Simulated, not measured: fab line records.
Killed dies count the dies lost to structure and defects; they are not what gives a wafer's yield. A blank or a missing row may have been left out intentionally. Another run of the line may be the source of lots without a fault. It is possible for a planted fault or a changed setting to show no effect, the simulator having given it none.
What tool caused it? -- flow berkeley_cmos170 -- 15 lots, 45 wafers sampled, at 5 steps of a route of 331

== WHAT THE GAUGES SHOWED, per wafer ==
UCB170_PWELL_OVL_MEAS_13. Usual: for PWELL_OVL the level is 0 nm and the standard deviation is 5.9.
lot,measured,on,PWELL_OVL (nm),flag
L424,day 2 22:14,overlay-01,2 8 -1,
L425,day 3 02:15,overlay-01,-3 -3 -4,
L426,day 3 07:08,overlay-02,-1 6 -1,
L427,day 3 13:55,overlay-02,2 9 9,
L428,day 3 23:20,overlay-02,3 2 2,
L429,day 3 23:36,overlay-02,1 -12 -11,
L431,day 4 11:05,overlay-02,-7 2 5,
L432,day 4 18:03,overlay-02,1 7 -9,
L435,day 5 13:17,overlay-02,-5 -4 2,
L438,day 6 07:45,overlay-02,4 -7 -3,
L443,day 6 20:53,overlay-01,0 3 -13,
L444,day 7 15:20,overlay-02,2 4 6,
L445,day 7 16:05,overlay-02,2 4 -2,
L447,day 7 15:46,overlay-01,1 7 4,
L446,day 7 16:36,overlay-02,-10 -6 4,

UCB170_SDANNEAL_RS_MEAS_02: measurement is done with a four-point probe. Usual: for PSD_RS the level is 75.58 ohm/sq and the standard deviation is 0.26.
lot,measured,on,PSD_RS (ohm/sq),flag
L424,day 7 03:31,film_metro-01,75.74 75.60 75.60,
L425,day 7 03:29,film_metro-04,75.63 75.76 75.74,
L426,day 7 07:02,film_metro-02,75.53 75.23 75.20,
L427,day 7 16:30,film_metro-01,96.92 97.41 96.69 97.08 97.42 96.88,OFF
L428,day 7 17:37,film_metro-02,75.12 75.08 75.40,
L429,day 7 16:00,film_metro-02,75.51 75.46 75.54,
L431,day 8 04:46,film_metro-02,96.75 97.02 96.80 96.92 97.13 96.84,OFF
L432,day 8 06:23,film_metro-02,97.00 97.51 97.44 96.99 97.72 97.52,OFF
L435,day 8 20:38,film_metro-04,75.62 75.74 75.29,
L438,day 10 00:42,film_metro-01,75.67 75.20 75.30,
L443,day 10 12:19,film_metro-04,75.63 75.54 76.03,
L444,day 11 03:57,film_metro-01,76.00 75.61 75.87,
L445,day 11 14:11,film_metro-01,75.65 76.06 75.89,
L447,day 11 14:37,film_metro-01,75.52 75.45 75.77,
L446,day 11 14:28,film_metro-02,75.60 75.29 75.51,

UCB170_M3_OVL_MEAS_16. Usual: for M3_OVL the level is 1 nm and the standard deviation is 4.5.
lot,measured,on,M3_OVL (nm),flag
L424,day 8 04:47,overlay-01,0 -3 -9,
L425,day 8 03:58,overlay-01,2 4 3,
L426,day 8 08:31,overlay-01,7 6 1,
L428,day 8 18:46,overlay-01,2 -2 2,
L429,day 8 13:44,overlay-01,-2 2 -2,
L435,day 9 19:59,overlay-01,10 10 3,
L438,day 11 00:53,overlay-01,12 12 6,
L443,day 11 11:50,overlay-01,-4 -6 -9,
L444,day 12 01:55,overlay-02,-7 -7 -7,
L445,day 12 13:44,overlay-01,4 5 6,
L447,day 12 14:21,overlay-02,8 5 3,
L446,day 12 14:00,overlay-01,-3 0 -1,

== WHAT TOOL EACH LOT RAN ON (gives the tool, then ch and the chambers of the sampled wafers, and finally the start) ==
lot,UCB170_ZERO_ETCH_06,UCB170_SDANNEAL_RTA_01
L424,"rie_diel-02 ch 0,3, day 1 19:56","rtp_anneal-02 ch 0, day 7 03:26"
L425,"rie_diel-02 ch 1,2,3, day 2 00:43","rtp_anneal-01 ch 0, day 7 03:25"
L426,"rie_diel-03 ch 2,3, day 2 05:11","rtp_anneal-01 ch 0, day 7 06:59"
L427,"rie_diel-02 ch 1,2,3, day 2 08:40","rtp_anneal-01 ch 0, day 7 16:25"
L428,"rie_diel-03 ch 2,3, day 2 13:49","rtp_anneal-02 ch 0, day 7 17:33"
L429,"rie_diel-01 ch 0,1,2, day 2 19:57","rtp_anneal-02 ch 0, day 7 15:56"
L431,"rie_diel-01 ch 0,1,2, day 3 06:57","rtp_anneal-01 ch 0, day 8 04:43"
L432,"rie_diel-02 ch 0,1, day 3 10:44","rtp_anneal-01 ch 0, day 8 06:20"
L435,"rie_diel-03 ch 0,2, day 4 03:34","rtp_anneal-02 ch 0, day 8 20:31"
L438,"rie_diel-01 ch 2,3, day 4 20:26","rtp_anneal-02 ch 0, day 10 00:38"
L443,"rie_diel-03 ch 1,3, day 5 17:10","rtp_anneal-02 ch 0, day 10 12:15"
L444,"rie_diel-01 ch 0,1,3, day 6 03:17","rtp_anneal-02 ch 0, day 11 03:53"
L445,"rie_diel-03 ch 0,1,2, day 6 07:08","rtp_anneal-01 ch 0, day 11 14:06"
L447,"rie_diel-02 ch 0,1,2, day 6 11:14","rtp_anneal-02 ch 0, day 11 14:17"
L446,"rie_diel-03 ch 1,3, day 6 11:21","rtp_anneal-01 ch 0, day 11 14:13"
- UCB170_ZERO_ETCH_06: etches SiO2 in CHF3/CF4/Ar, time 12 s.
- UCB170_SDANNEAL_RTA_01: time 5 s.

== WHAT THE TOOLS THEMSELVES READ (means of the sampled wafers that have a number; where no wafer has one, the mark that the record gives instead) ==
UCB170_ZERO_ETCH_06. Usual: drypump_motor_current_A 5.6 A, standard deviation 0.43; oes_product_au 0.620 a.u., standard deviation 0.01; throttle_valve_pct 9.29 %, standard deviation 0.15.
lot,tool,drypump_motor_current_A (A),oes_product_au (a.u.),throttle_valve_pct (%),flag
L424,rie_diel-02,5.4,0.631,9.40,
L425,rie_diel-02,6.0,0.621,9.38,
L426,rie_diel-03,5.5,0.604,9.21,
L427,rie_diel-02,6.0,0.619,9.38,
L428,rie_diel-03,5.3,0.608,9.31,
L429,rie_diel-01,5.8,0.621,9.08,
L431,rie_diel-01,5.8,0.617,9.06,
L432,rie_diel-02,5.4,0.632,9.35,
L435,rie_diel-03,5.1,0.616,9.30,
L438,rie_diel-01,5.8,0.615,9.15,
L443,rie_diel-03,5.8,0.621,9.26,
L444,rie_diel-01,5.6,0.620,9.17,
L445,rie_diel-03,5.3,0.619,9.26,
L447,rie_diel-02,5.8,0.625,9.38,
L446,rie_diel-03,5.7,0.618,9.27,

UCB170_SDANNEAL_RTA_01. Usual: lamp_power_pct 36.4 %, standard deviation 1.3; wafer_temp_C_max 1053.6, standard deviation 1.2.
lot,tool,lamp_power_pct (%),wafer_temp_C_max,flag
L424,rtp_anneal-02,34.9,1052.6,
L425,rtp_anneal-01,37.5,1055.2,
L426,rtp_anneal-01,37.6,1056.0,
L427,rtp_anneal-01,34.0,1014.9,OFF
L428,rtp_anneal-02,34.9,1052.1,
L429,rtp_anneal-02,34.9,1052.8,
L431,rtp_anneal-01,34.0,1014.0,OFF
L432,rtp_anneal-01,34.0,1014.6,OFF
L435,rtp_anneal-02,34.9,1052.9,
L438,rtp_anneal-02,34.9,1052.9,
L443,rtp_anneal-02,34.9,1052.0,
L444,rtp_anneal-02,34.9,1052.2,
L445,rtp_anneal-01,37.5,1053.6,
L447,rtp_anneal-02,34.9,1052.6,
L446,rtp_anneal-01,37.6,1054.9,

== THE ANSWER, worked out from the rows above alone ==
Rule: a lot counts as off when the mean over its wafers that have a number is more than 3 standard deviations away from the usual mean. A lot without any number at a reading at which 4 lots or more have one is off too. Where the step has rows for the other lots, those lots are counted as sound. After the gauges, taken in route order, come the tools' own readings; for these a lot's mean is taken, as printed above. The first step at which some lot is off is used, and at that step the reading that is off furthest; a lot without a number counts as furthest.
Off: L427, L431, L432, at UCB170_SDANNEAL_RS_MEAS_02 (PSD_RS).
A tool fits if, at a process step before that reading, it ran every lot that is off, and no sound lot after the first of them. Not tried: the gauges at UCB170_SDANNEAL_RS_MEAS_02; whatever is off there is also off at UCB170_SDANNEAL_RTA_01, on other tools, and gauge error can't account for it. No candidate that was tried fits.

== WHAT HAD BEEN PUT IN BY THE SIMULATOR ==
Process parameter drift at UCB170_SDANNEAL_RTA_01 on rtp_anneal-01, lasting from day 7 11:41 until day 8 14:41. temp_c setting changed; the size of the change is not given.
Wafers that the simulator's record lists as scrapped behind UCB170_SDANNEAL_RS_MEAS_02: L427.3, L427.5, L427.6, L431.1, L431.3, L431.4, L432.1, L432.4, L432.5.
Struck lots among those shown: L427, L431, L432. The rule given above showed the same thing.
